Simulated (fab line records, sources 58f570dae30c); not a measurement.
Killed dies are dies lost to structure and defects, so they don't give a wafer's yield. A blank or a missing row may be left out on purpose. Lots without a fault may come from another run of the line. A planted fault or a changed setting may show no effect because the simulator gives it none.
Problem report in the 8D (eight disciplines) form, filled by code | flow berkeley_cmos170 | the parts of the form that need people (team, actions taken, sign-off) are left out

1. THE PROBLEM
heater_power_total_W at UCB170_NWELL_PEB_10 reads a mean of 53.16 W on 6 wafers of 2 lots; wafers without a fault read 56.80 W with a standard deviation of 0.048. That is -76 standard deviations from the usual mean.
First seen on wafer L951.3, day 6 01:04, on litho_track-03. The record holds 42 wafers of 14 lots with a number at this step. Rule for "out", or "out of limits": more than 4 standard deviations from the usual mean. The other wafers with a number count as sound.

2. WHAT IT IS AND WHAT IT IS NOT
question                    | is                                 | is not
which readings at this step | heater_power_total_W, plate_temp_C | -
which lots                  | L951, L952                         | L932, L933, L934, L935, L936, L937, L940, L943, L945, L949, L954, L955
which wafers of those lots  | all that have a number             | -
read on which tools         | litho_track-03                     | litho_track-01, litho_track-04
when                        | from day 6 01:04                   | up to then (30 sound wafers); but 6 sound wafers of L954, L955 came after

3. SUSPECTS, AND WHAT RULES EACH OUT
Counting: a tool at a process step up to the reading stays a suspect if it ran every lot that is out and no sound lot after the first of them.
- litho_track-03 at UCB170_NWELL_PEB_10: kept. It ran every lot that is out, first L951 (day 6 01:04), and no sound lot after that; its last sound lot up to then is L945 (day 4 18:03). Its own readings are out on those wafers: heater_power_total_W, plate_temp_C.
Left after counting: litho_track-03 at UCB170_NWELL_PEB_10.

4. THE CAUSE (what the simulator had put in)
Process parameter drift: litho_track-03, from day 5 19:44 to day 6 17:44, at UCB170_NWELL_PEB_10. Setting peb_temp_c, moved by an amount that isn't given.
Counting left only this tool.

5. THE CHAIN OF EFFECTS, in route order
Each row: a reading whose mean over the struck wafers that have a number lies more than 3 standard deviations from the usual. Only readings for which the record gives a usual standard deviation are gone through. hours: the time from each lot's start at the first step in this table that gives one to its start at this step, as a median over the lots. sigmas: the change in usual standard deviations.
hours | step                | reading              | usual    | on struck wafers | change | sigmas
0     | UCB170_NWELL_PEB_10 | heater_power_total_W | 56.80 W  | 53.16            | -3.64  | -76
0     | UCB170_NWELL_PEB_10 | plate_temp_C         | 130.02 C | 123.54           | -6.48  | -46
The process steps in it:
- UCB170_NWELL_PEB_10

6. WHAT WOULD HAVE CAUGHT IT SOONER
In this record the first reading out of limits was taken at day 6 01:04, 5 hours after the fault began at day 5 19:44.
